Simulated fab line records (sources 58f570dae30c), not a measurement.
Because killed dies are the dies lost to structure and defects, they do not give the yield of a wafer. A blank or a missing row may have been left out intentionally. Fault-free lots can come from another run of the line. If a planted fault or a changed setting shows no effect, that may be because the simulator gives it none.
Comparing a struck lot with a sound one | flow berkeley-cmos170 | 43 steps out of a route of 331
Sound: these wafers, L623.1, L623.2, L623.5. Wafers struck: L627.3, L627.5, L627.6. The cause is named last.
At each step with rows: each side's tool, then ch and its chambers, then its first start. Under that, the readings that differ: sound wafers | struck wafers | difference of the means | sigmas: that difference in standard deviations of wafers without a fault.
alike: words and numbers the same on both sides, and readings whose means are apart by under 2 such deviations; not compared: readings that were withheld, readings missing a value for some wafer, numbers with overlapping values and no deviation given by the record, and bounds like >300 which may hide the same value.
Wherever a step has rows on one side only, a row that says differs or no value, or a row with sigmas, the two part there. Numbers that have no deviation but don't overlap get no sigmas and don't part them. A reading that every wafer of one side lacks parts them only if that side has two wafers or more.

first, 3 steps without rows for these wafers: UCB170_PFIELD_EXPOSE_03 (exposes mask PFIELD, target cd 1500 nm); UCB170_PFIELD_PEB_04; UCB170_PFIELD_DEVELOP_05 (develop time 45 s).
UCB170_PFIELD_OVL_MEAS_06:
  struck on overlay-02, day 5 21:01; sound on overlay-02, day 4 17:19
  reading         | sound | struck   | difference | sigmas
  PFIELD_OVL (nm) | 7 8 2 | -6 -6 -2 | -10        | -2
after that, 1 step had no rows for these wafers: UCB170_PFIELD_IMPLANT_07.
UCB170_PFIELD_STRIP_08: strips in O2.
  sound on plasma-asher-01 ch 0,1, day 4 17:29; struck on plasma-asher-04 ch 0,1, day 5 21:13
  reading                     | sound       | struck      | difference | sigmas
  drypump-motor-current-A (A) | 5.2 5.3 5.2 | 6.5 6.6 6.5 | +1.3       | +2
  alike: oes-product-au, strip-time-to-endpoint-s
  not compared: rf-hours-counter-h
UCB170_PFIELD_TW_MEAS_09:
  struck on film-metro-02, day 5 21:19; sound on film-metro-02, day 4 17:35
  alike: PFIELD_TW
then, 2 steps without rows for these wafers: UCB170_FIELD_CLEAN_00 (cleans in dHF, time 7.5 s); UCB170_FIELD_OXIDATION_01 (target thk 558.3 nm, ox time 7492 s).
UCB170_FIELD_THK_MEAS_02:
  struck on film-metro-02, day 6 04:24; sound on film-metro-02, day 4 22:28
  alike: FIELD_OXIDE_THK
then, 2 steps without rows for these wafers: UCB170_FIELD_ANNEAL_03 (time 1200 s); UCB170_FIELD_WET_ETCH_04 (etches SiO2 in dHF, time 60 s).
UCB170_FIELD_WET_ETCH_05: etches Si3N4 in H3PO4, time 12600 s.
  sound on wet-bench-02 ch 2, day 5 04:52; struck on wet-bench-02 ch 1, day 6 09:59
then, 1 step without rows for these wafers: UCB170_FIELD_WET_ETCH_06 (etches SiO2 in BOE, time 22 s).
UCB170_FIELD_THK_MEAS_90:
  struck on film-metro-02, day 6 13:32; sound on film-metro-02, day 5 08:42
  alike: FIELD_OXIDE_LEFT_1_THK
then, 2 steps without rows for these wafers: UCB170_SACOX_CLEAN_00 (cleans in dHF, time 7.5 s); UCB170_SACOX_OXIDATION_01 (target thk 14.4 nm, ox time 2400 s).
UCB170_SACOX_THK_MEAS_02:
  struck on film-metro-01, day 6 18:28; sound on film-metro-01, day 5 14:55
  alike: SACOX_OXIDE_THK
then, 2 steps without rows for these wafers: UCB170_SCREENOX_WET_ETCH_00 (etches SiO2 in dHF, time 200 s); UCB170_SCREENOX_OXIDATION_01 (target thk 14.4 nm, ox time 2400 s).
UCB170_SCREENOX_THK_MEAS_02:
  struck on film-metro-02, day 7 01:25; sound on film-metro-01, day 5 21:45
  alike: SCREENOX_OXIDE_THK
then, 7 steps without rows for these wafers: UCB170_SCREENOX_ANNEAL_03 (time 900 s); UCB170_NVT_HMDS_00 (prime time 60 s); UCB170_NVT_COAT_01 (resist thk 900 nm); UCB170_NVT_SOFTBAKE_02 (time 60 s); UCB170_NVT_EXPOSE_03 (exposes mask PWELL, target cd 3000 nm); UCB170_NVT_PEB_04; UCB170_NVT_DEVELOP_05 (develop time 45 s).
UCB170_NVT_OVL_MEAS_06:
  struck on overlay-02, day 7 09:10; sound on overlay-02, day 6 05:17
  alike: NVT_OVL
after that, 1 step had no rows for these wafers: UCB170_NVT_IMPLANT_07.
UCB170_NVT_STRIP_08: strips in O2.
  sound on plasma-asher-02 ch 0,1, day 6 05:28; struck on plasma-asher-04 ch 0,1, day 7 09:22
  reading                      | sound             | struck            | difference | sigmas
  drypump-motor-current-A (A)  | 5.7 4.7 4.7       | 6.5 6.5 6.6       | +1.5       | +2
  strip-time-to-endpoint-s (s) | 21.56 21.54 21.61 | 21.69 21.76 21.67 | +0.14      | +2
  alike: oes-product-au
  not compared: rf-hours-counter-h
UCB170_NVT_TW_MEAS_09:
  struck on film-metro-02, day 7 09:28; sound on film-metro-04, day 6 05:34
  alike: NVT_TW
then, 7 steps without rows for these wafers: UCB170_NVT_CLEAN_10 (cleans in SPM, time 600 s); UCB170_PVT_HMDS_00 (prime time 60 s); UCB170_PVT_COAT_01 (resist thk 900 nm); UCB170_PVT_SOFTBAKE_02 (time 60 s); UCB170_PVT_EXPOSE_03 (exposes mask NWELL, target cd 3000 nm); UCB170_PVT_PEB_04; UCB170_PVT_DEVELOP_05 (develop time 45 s).
UCB170_PVT_OVL_MEAS_06:
  struck on overlay-02, day 7 11:40; sound on overlay-02, day 6 08:38
  alike: PVT_OVL
after that, 1 step had no rows for these wafers: UCB170_PVT_IMPLANT_07.
UCB170_PVT_STRIP_08: strips in O2.
  sound on plasma-asher-03 ch 0,1, day 6 08:49; struck on plasma-asher-01 ch 0,1, day 7 11:52
  alike: drypump-motor-current-A, oes-product-au, strip-time-to-endpoint-s
  not compared: rf-hours-counter-h
-- the record jumps here: 2 days lie between the struck wafers' starts before and after (it left off in module PVT and takes up again in module M3, whose first step shown is number 331 of the route) --
UCB170_M3_PROBE_99:
  record: rows for the struck wafers here (prober-01, day 9 20:09), none for the sound ones

== WHERE THEY PART ==
Earliest at UCB170_PFIELD_OVL_MEAS_06; latest, in this record, at UCB170_M3_PROBE_99.

WHY: whatever the simulator had introduced
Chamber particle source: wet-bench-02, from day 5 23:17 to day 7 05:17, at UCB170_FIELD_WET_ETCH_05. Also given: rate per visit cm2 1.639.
